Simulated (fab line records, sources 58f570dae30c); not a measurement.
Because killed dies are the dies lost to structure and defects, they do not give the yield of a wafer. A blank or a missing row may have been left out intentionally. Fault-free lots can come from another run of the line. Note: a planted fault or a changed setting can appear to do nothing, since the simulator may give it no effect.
fab line records + flow berkeleyCmos170
[record]
- lots = 6
- wafers = 18
- lastDay = 11
route steps=331 shown GATE@136 PLDD@145
lots untouched by any fault: they come from a run of this same line in which no faults occurred
startH: hours from the record's opening day to when the first of the lot's shown wafers began + waitH: how many hours have passed since the lot's step before this one + " as in the row above + L1.1+2: a single row standing in for several wafers + - no value, or no start was given + * or withheld: withheld + < > ~ a bound
route shown NAME@n: a module of which the file shows steps, and the number in the route of the first + usual: average and standard deviation across the fault-free wafers + same: alike in all rows + chamber/n: place in a boat + sites: the reading at each site + _std_site: standard deviation of those values + _edge_site: the outer-site mean with the inner-site mean subtracted + radiusMm: how far each site lies from the wafer's centre + mask NAME#n: copy n + behind: tool/chamber where the wafer was last shaped + hold: why the lot went on hold/how many hours it stayed there/how the hold came to an end + device: the transistor (n, p or np) that didn't switch + end of line: the tests these same wafers got at the end of their route + where a step has no rows: the recipe by itself + killed: dies that structure and defects cost at the first sort, which is not the same as the wafer's yield + map: dies across one wafer; x = killed, . = not, _ = none there
set.NAME: the setting as run; set.NAME@STEP: as run at that earlier step + model.NAME: the simulator's own value behind a step, which no gauge read
a table for each step, a row for each wafer; lots at some steps of the route
services: the hour from which a tool's chamber was out of use, counted from the record's first day as startH (under 0 if before that day), plus the number of hours and why
[[steps]]
[step UCB170_GATE_PEB_10]
[recipe]
- pebTempC = 130
- pebTimeS = withheld
- resist = KrF
[step UCB170_GATE_DEVELOP_11]
[recipe]
- developer = TMAH
- developTimeS = 45
- resist = KrF
- devTempC = 21
[step UCB170_GATE_CD_MEAS_12]
[recipe]
- targetCdNm = 350
[usual]
- cdNm = 349.7/1.1
| lot.wafer | tool     | chamber | startH | waitH | cdNm  |
|-----------|----------|---------|--------|-------|-------|
| L828.1    | cdSem-02 | -       | 122.47 | -     | 349.5 |
| L828.4    | "        | -       | "      | "     | 351.8 |
| L828.6    | "        | -       | "      | "     | 350.4 |
| L832.1    | cdSem-02 | -       | 138.73 | -     | 350.5 |
| L832.3    | "        | -       | "      | "     | 351.5 |
| L832.6    | "        | -       | "      | "     | 351.3 |
| L834.1    | cdSem-02 | -       | 150.38 | -     | 349.6 |
| L834.2    | "        | -       | "      | "     | 349.9 |
| L834.6    | "        | -       | "      | "     | 349.9 |
| L839.1    | cdSem-01 | -       | 182.28 | -     | 351.2 |
| L839.2    | "        | -       | "      | "     | 350.4 |
| L839.5    | "        | -       | "      | "     | 351.3 |
| L841.2    | cdSem-01 | -       | 192.69 | -     | 348.4 |
| L841.4    | "        | -       | "      | "     | 348.3 |
| L841.5    | "        | -       | "      | "     | 348.1 |
| L849.1    | cdSem-01 | -       | 235.64 | -     | 347.0 |
| L849.3    | "        | -       | "      | "     | 347.7 |
| L849.5    | "        | -       | "      | "     | 348.4 |
[step UCB170_GATE_OVL_MEAS_13]
[usual]
- GATE_OVL = 0/6
| lot.wafer | tool       | chamber | startH | waitH | GATE_OVL[nm] |
|-----------|------------|---------|--------|-------|--------------|
| L828.1    | overlay-01 | -       | 122.59 | 0.1   | 1            |
| L828.4    | "          | -       | "      | "     | 4            |
| L828.6    | "          | -       | "      | "     | 5            |
| L832.1    | overlay-01 | -       | 138.85 | 0.1   | 8            |
| L832.3    | "          | -       | "      | "     | 4            |
| L832.6    | "          | -       | "      | "     | 1            |
| L834.1    | overlay-01 | -       | 150.50 | 0.1   | -4           |
| L834.2    | "          | -       | "      | "     | -4           |
| L834.6    | "          | -       | "      | "     | 1            |
| L839.1    | overlay-02 | -       | 182.40 | 0.1   | -1           |
| L839.2    | "          | -       | "      | "     | -2           |
| L839.5    | "          | -       | "      | "     | -11          |
| L841.2    | overlay-02 | -       | 192.80 | 0.1   | -9           |
| L841.4    | "          | -       | "      | "     | -6           |
| L841.5    | "          | -       | "      | "     | 0            |
| L849.1    | overlay-01 | -       | 235.76 | 0.1   | 3            |
| L849.3    | "          | -       | "      | "     | -2           |
| L849.5    | "          | -       | "      | "     | -2           |
[step UCB170_GATE_ETCH_14]
[recipe]
- chemistry = N2/H2
- targetDepthA = withheld
- overetchA = withheld
- target = BARC
- timeS = withheld
- sourceW = 500
- biasW = 100
- pressureMtorr = 30
- n2FlowSccm = 100
- h2FlowSccm = 200
[usual]
- drypumpMotorCurrentA = 5.8/0.44
- oesProductAu = 0.997/0.029
- throttleValvePct = 13.29/0.07
| lot.wafer | tool       | chamber | startH | waitH | drypumpMotorCurrentA | oesProductAu | throttleValvePct |
|-----------|------------|---------|--------|-------|----------------------|--------------|------------------|
| L828.1    | rieDiel-02 | 0       | 122.63 | 0.0   | 5.6                  | 1.020        | 13.29            |
| L828.4    | "          | 3       | "      | "     | 5.2                  | 1.028        | 13.38            |
| L828.6    | "          | 3       | "      | "     | 5.2                  | 1.016        | 13.35            |
| L832.1    | rieDiel-03 | 1       | 138.88 | 0.0   | 5.5                  | 0.943        | 13.27            |
| L832.3    | "          | 0       | "      | "     | 5.7                  | 0.986        | 13.39            |
| L832.6    | "          | 0       | "      | "     | 5.7                  | 0.984        | 13.41            |
| L834.1    | rieDiel-02 | 0       | 150.53 | 0.0   | 5.6                  | 1.014        | 13.28            |
| L834.2    | "          | 2       | "      | "     | 6.2                  | 1.032        | 13.23            |
| L834.6    | "          | 1       | "      | "     | 6.4                  | 0.996        | 13.23            |
| L839.1    | rieDiel-01 | 1       | 182.44 | 0.0   | 6.0                  | 0.989        | 13.18            |
| L839.2    | "          | 3       | "      | "     | 4.9                  | 1.043        | 13.26            |
| L839.5    | "          | 0       | "      | "     | 5.6                  | 0.980        | 13.30            |
| L841.2    | rieDiel-03 | 0       | 192.83 | 0.0   | 5.7                  | 0.971        | 13.38            |
| L841.4    | "          | 3       | "      | "     | 6.0                  | 0.988        | 13.25            |
| L841.5    | "          | 1       | "      | "     | 5.5                  | 0.935        | 13.27            |
| L849.1    | rieDiel-01 | 0       | 235.80 | 0.0   | 5.6                  | 0.976        | 13.30            |
| L849.3    | "          | 3       | "      | "     | 4.9                  | 1.049        | 13.25            |
| L849.5    | "          | 1       | "      | "     | 6.0                  | 1.003        | 13.19            |
[step UCB170_GATE_ETCH_15]
[recipe]
- chemistry = HBr/Cl2
- target = poly-Si
- stopOn = SiO2
- overEtchFrac = 0.3
- icpW = 300
- biasW = 150
- timeS = 56.3
- pressureMtorr = 15
- HBr_flow_sccm = 150
- Cl2_flow_sccm = 50
- targetDepthA = 2782
[usual]
- drypumpMotorCurrentA = 5.8/0.63
- mfcCl2Sccm = 49.98/0.17
- oesProductAu = 0.832/0.013
- throttleValvePct = 26.51/0.18
| lot.wafer | tool     | chamber | startH | waitH | drypumpMotorCurrentA | mfcCl2Sccm | oesProductAu | rfHoursCounterH | throttleValvePct |
|-----------|----------|---------|--------|-------|----------------------|------------|--------------|-----------------|------------------|
| L828.1    | rieSi-01 | 3       | 122.67 | -     | 5.7                  | 49.99      | 0.837        | 108             | 26.69            |
| L828.4    | "        | 1       | "      | "     | 6.7                  | 49.99      | 0.816        | 101             | 26.53            |
| L828.6    | "        | 3       | "      | "     | 5.7                  | 49.90      | 0.833        | -               | 26.71            |
| L832.1    | rieSi-01 | 0       | 138.93 | -     | 5.1                  | 49.92      | 0.835        | 4               | 26.64            |
| L832.3    | "        | 3       | "      | "     | 5.6                  | 49.98      | 0.864        | 108             | 26.71            |
| L832.6    | "        | 3       | "      | "     | 5.6                  | 49.70      | 0.863        | -               | 26.70            |
| L834.1    | rieSi-02 | 3       | 150.58 | -     | 6.0                  | 50.05      | 0.819        | 115             | 26.36            |
| L834.2    | "        | 2       | "      | "     | 6.4                  | 49.97      | 0.843        | 6               | 26.57            |
| L834.6    | "        | 2       | "      | "     | 6.4                  | 49.94      | 0.837        | -               | 26.56            |
| L839.1    | rieSi-01 | 2       | 182.48 | -     | 6.6                  | 49.80      | 0.830        | 108             | 26.69            |
| L839.2    | "        | 3       | "      | "     | 5.6                  | 49.99      | 0.865        | 109             | 26.71            |
| L839.5    | "        | 0       | "      | "     | 5.1                  | 49.69      | 0.835        | -               | 26.65            |
| L841.2    | rieSi-02 | 0       | 192.87 | -     | 5.2                  | 49.79      | 0.834        | 5               | 26.38            |
| L841.4    | "        | 2       | "      | "     | 6.4                  | 49.95      | 0.846        | 6               | 26.59            |
| L841.5    | "        | 3       | "      | "     | 6.0                  | 50.20      | 0.838        | -               | 26.37            |
| L849.1    | rieSi-02 | 2       | 235.84 | -     | 6.3                  | 49.92      | 0.844        | 6               | 26.57            |
| L849.3    | "        | 0       | "      | "     | 5.2                  | 50.05      | 0.830        | 5               | 26.38            |
| L849.5    | "        | 0       | "      | "     | 5.2                  | 49.90      | 0.833        | -               | 26.38            |
[step UCB170_GATE_STRIP_16]
[recipe]
- chemistry = O2
- powerW = 400
- pressureMtorr = 3500
- platenTempC = withheld
- o2FlowSccm = 400
- overashFraction = 0.5
[usual]
- drypumpMotorCurrentA = 5.7/0.55
- oesProductAu = 0.724/0.0048
| lot.wafer | tool           | chamber | startH | waitH | drypumpMotorCurrentA | oesProductAu | rfHoursCounterH |
|-----------|----------------|---------|--------|-------|----------------------|--------------|-----------------|
| L828.1    | plasmaAsher-03 | 0       | 122.72 | 0.0   | 5.0                  | 0.731        | 35              |
| L828.4    | "              | 1       | "      | "     | 5.8                  | 0.729        | -               |
| L828.6    | "              | 1       | "      | "     | 5.8                  | 0.720        | -               |
| L832.1    | plasmaAsher-02 | 1       | 138.97 | 0.0   | 5.3                  | 0.729        | 44              |
| L832.3    | "              | 1       | "      | "     | 5.3                  | 0.726        | -               |
| L832.6    | "              | 1       | "      | "     | 5.3                  | 0.717        | -               |
| L834.1    | plasmaAsher-03 | 0       | 150.62 | 0.0   | 5.0                  | 0.729        | 38              |
| L834.2    | "              | 1       | "      | "     | 5.8                  | 0.723        | 38              |
| L834.6    | "              | 0       | "      | "     | 5.0                  | 0.723        | -               |
| L839.1    | plasmaAsher-04 | 0       | 182.53 | 0.0   | 6.4                  | 0.724        | 49              |
| L839.2    | "              | 1       | "      | "     | 6.3                  | 0.719        | 49              |
| L839.5    | "              | 1       | "      | "     | 6.3                  | 0.725        | -               |
| L841.2    | plasmaAsher-03 | 0       | 192.92 | 0.0   | 5.0                  | 0.725        | 43              |
| L841.4    | "              | 1       | "      | "     | 5.8                  | 0.727        | -               |
| L841.5    | "              | 1       | "      | "     | 5.8                  | 0.736        | -               |
| L849.1    | plasmaAsher-03 | 0       | 235.89 | 0.0   | 5.0                  | 0.720        | 47              |
| L849.3    | "              | 1       | "      | "     | 5.8                  | 0.720        | -               |
| L849.5    | "              | 1       | "      | "     | 5.8                  | 0.730        | -               |
[step UCB170_GATE_CD_MEAS_90]
[recipe]
- targetCdNm = 350
[usual]
- cdNm = 349.8/1.2
| lot.wafer | tool     | chamber | startH | waitH | cdNm  |
|-----------|----------|---------|--------|-------|-------|
| L828.1    | cdSem-02 | -       | 122.95 | 0.2   | 349.6 |
| L828.4    | "        | -       | "      | "     | 351.4 |
| L828.6    | "        | -       | "      | "     | 350.9 |
| L832.1    | cdSem-01 | -       | 139.07 | 0.1   | 351.3 |
| L832.3    | "        | -       | "      | "     | 351.1 |
| L832.6    | "        | -       | "      | "     | 351.0 |
| L834.1    | cdSem-01 | -       | 150.74 | 0.1   | 349.5 |
| L834.2    | "        | -       | "      | "     | 349.3 |
| L834.6    | "        | -       | "      | "     | 350.3 |
| L839.1    | cdSem-01 | -       | 182.63 | 0.1   | 351.5 |
| L839.2    | "        | -       | "      | "     | 350.1 |
| L839.5    | "        | -       | "      | "     | 351.8 |
| L841.2    | cdSem-02 | -       | 193.04 | 0.1   | 349.0 |
| L841.4    | "        | -       | "      | "     | 349.5 |
| L841.5    | "        | -       | "      | "     | 349.8 |
| L849.1    | cdSem-01 | -       | 235.99 | 0.1   | 347.3 |
| L849.3    | "        | -       | "      | "     | 347.2 |
| L849.5    | "        | -       | "      | "     | 347.9 |
[step UCB170_GATE_CLEAN_17]
[recipe]
- chemistry = SPM
- tempC = 120
- timeS = 600
[step UCB170_PLDD_HMDS_00]
[recipe]
- primeTimeS = 60
- primeTempC = 100
[step UCB170_PLDD_COAT_01]
[recipe]
- resist = KrF
- spinRpm = 1500
- resistThkNm = 900
[step UCB170_PLDD_SOFTBAKE_02]
[recipe]
- resist = KrF
- tempC = 130
- timeS = 60
[step UCB170_PLDD_EXPOSE_03]
[recipe]
- maskId = PSELECT
- na = 0.5
- sigmaOuter = 0.6
- sourceShape = conventional
- targetCdNm = 1200
- doseMj = 30
[usual]
- exposureDoseMJCm2 = 29.980/0.029
- focusOffsetNm = 0.0/0.51
| lot.wafer | tool          | chamber | startH | waitH | mask      | exposureDoseMJCm2 | focusOffsetNm |
|-----------|---------------|---------|--------|-------|-----------|-------------------|---------------|
| L828.1    | krfScanner-02 | 0       | 123.70 | 0.1   | PSELECT#0 | 30.009            | 0.4           |
| L828.4    | "             | 0       | "      | "     | PSELECT#0 | 29.960            | 1.0           |
| L828.6    | "             | 0       | "      | "     | PSELECT#0 | 29.968            | -0.2          |
| L832.1    | krfScanner-02 | 0       | 140.01 | 0.3   | PSELECT#0 | 29.996            | 0.3           |
| L832.3    | "             | 0       | "      | "     | PSELECT#0 | 29.969            | 0.4           |
| L832.6    | "             | 0       | "      | "     | PSELECT#0 | 30.015            | -0.3          |
| L834.1    | krfScanner-01 | 0       | 152.91 | 0.2   | PSELECT#0 | 30.007            | -0.2          |
| L834.2    | "             | 0       | "      | "     | PSELECT#0 | 29.975            | -0.3          |
| L834.6    | "             | 0       | "      | "     | PSELECT#0 | 30.036            | -0.5          |
| L839.1    | krfScanner-02 | -       | 184.42 | 0.5   | PSELECT#0 | -                 | -             |
| L839.2    | "             | -       | "      | "     | PSELECT#0 | -                 | -             |
| L839.5    | "             | -       | "      | "     | PSELECT#0 | -                 | -             |
| L841.2    | krfScanner-02 | -       | 194.22 | 0.1   | PSELECT#0 | -                 | -             |
| L841.4    | "             | -       | "      | "     | PSELECT#0 | -                 | -             |
| L841.5    | "             | -       | "      | "     | PSELECT#0 | -                 | -             |
| L849.1    | krfScanner-02 | 0       | 236.75 | 0.1   | PSELECT#0 | 30.009            | 0.5           |
| L849.3    | "             | 0       | "      | "     | PSELECT#0 | 30.038            | 0.8           |
| L849.5    | "             | 0       | "      | "     | PSELECT#0 | 30.007            | 0.9           |
[step UCB170_PLDD_PEB_04]
[recipe]
- pebTempC = 130
- pebTimeS = withheld
- resist = KrF
[[services]]
| tool           | chamber | startH | hours | kind        |
|----------------|---------|--------|-------|-------------|
| krfScanner-01  | -       | 102.17 | 1.0   | pm          |
| rieDiel-03     | 3       | 114.44 | 2.7   | repair      |
| krfScanner-02  | -       | 118.21 | 0.8   | pm          |
| rieSi-02       | -       | 122.91 | 2.8   | pm          |
| krfScanner-01  | -       | 140.72 | 0.4   | repair      |
| plasmaAsher-04 | -       | 148.95 | 2.8   | repair      |
| plasmaAsher-02 | -       | 160.96 | 13.1  | repair      |
| rieDiel-03     | 2       | 171.13 | 3.5   | repair      |
| krfScanner-02  | -       | 173.43 | 4.2   | repair      |
| rieSi-02       | 1       | 174.93 | -     | clean       |
| rieDiel-03     | 3       | 179.34 | 10.1  | repair      |
| krfScanner-01  | -       | 185.58 | 4.0   | pm          |
| rieSi-02       | 2       | 190.07 | 2.3   | repair      |
| rieDiel-02     | 0       | 191.67 | 2.8   | repair      |
| rieSi-02       | 3       | 200.78 | 3.3   | repair      |
| krfScanner-01  | -       | 203.08 | 4.4   | pm          |
| rieSi-02       | 2       | 206.07 | 7.2   | repair      |
| krfScanner-02  | 0       | 207.93 | -     | calibration |
| rieSi-02       | 3       | 212.01 | 13.2  | repair      |
| plasmaAsher-02 | -       | 225.46 | 2.8   | pm          |
| rieDiel-02     | 1       | 226.90 | 6.2   | repair      |
| krfScanner-02  | -       | 230.70 | 1.0   | pm          |
| krfScanner-01  | -       | 231.70 | 36.0  | pm          |
| plasmaAsher-02 | -       | 234.42 | 0.4   | repair      |
[[key]]
[firstSign]
- step = UCB170_PLDD_EXPOSE_03
- reading = toolRecord
- direction = missing
effect none on later readings
metAt UCB170_PLDD_EXPOSE_03
struckWafers L839.1,L839.2,L839.5,L841.2,L841.4,L841.5
sortLeftOut L839.1,L839.2,L839.5,L841.2,L841.4,L841.5
testerLeftOut L839,L841
onsetBetween 140.01 184.42
[fault]
- kind = skippedStepWhole
- tool = krfScanner-02
- chamber = -
- onsetH = 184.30
- steps = UCB170_PLDD_EXPOSE_03
- scope = struckLotsOnly
// testerLeftOut: of these lots the tester's yield and bins aren't shown, on N5 and GAA mostly nor the transistor test; their killed dies are dies lost to structure and defects alone, not to doping, threshold or leakage, so they don't give the yield
// sortLeftOut: the simulated sort isn't trusted on such a fault, so these wafers' sort isn't shown, and their yield isn't known
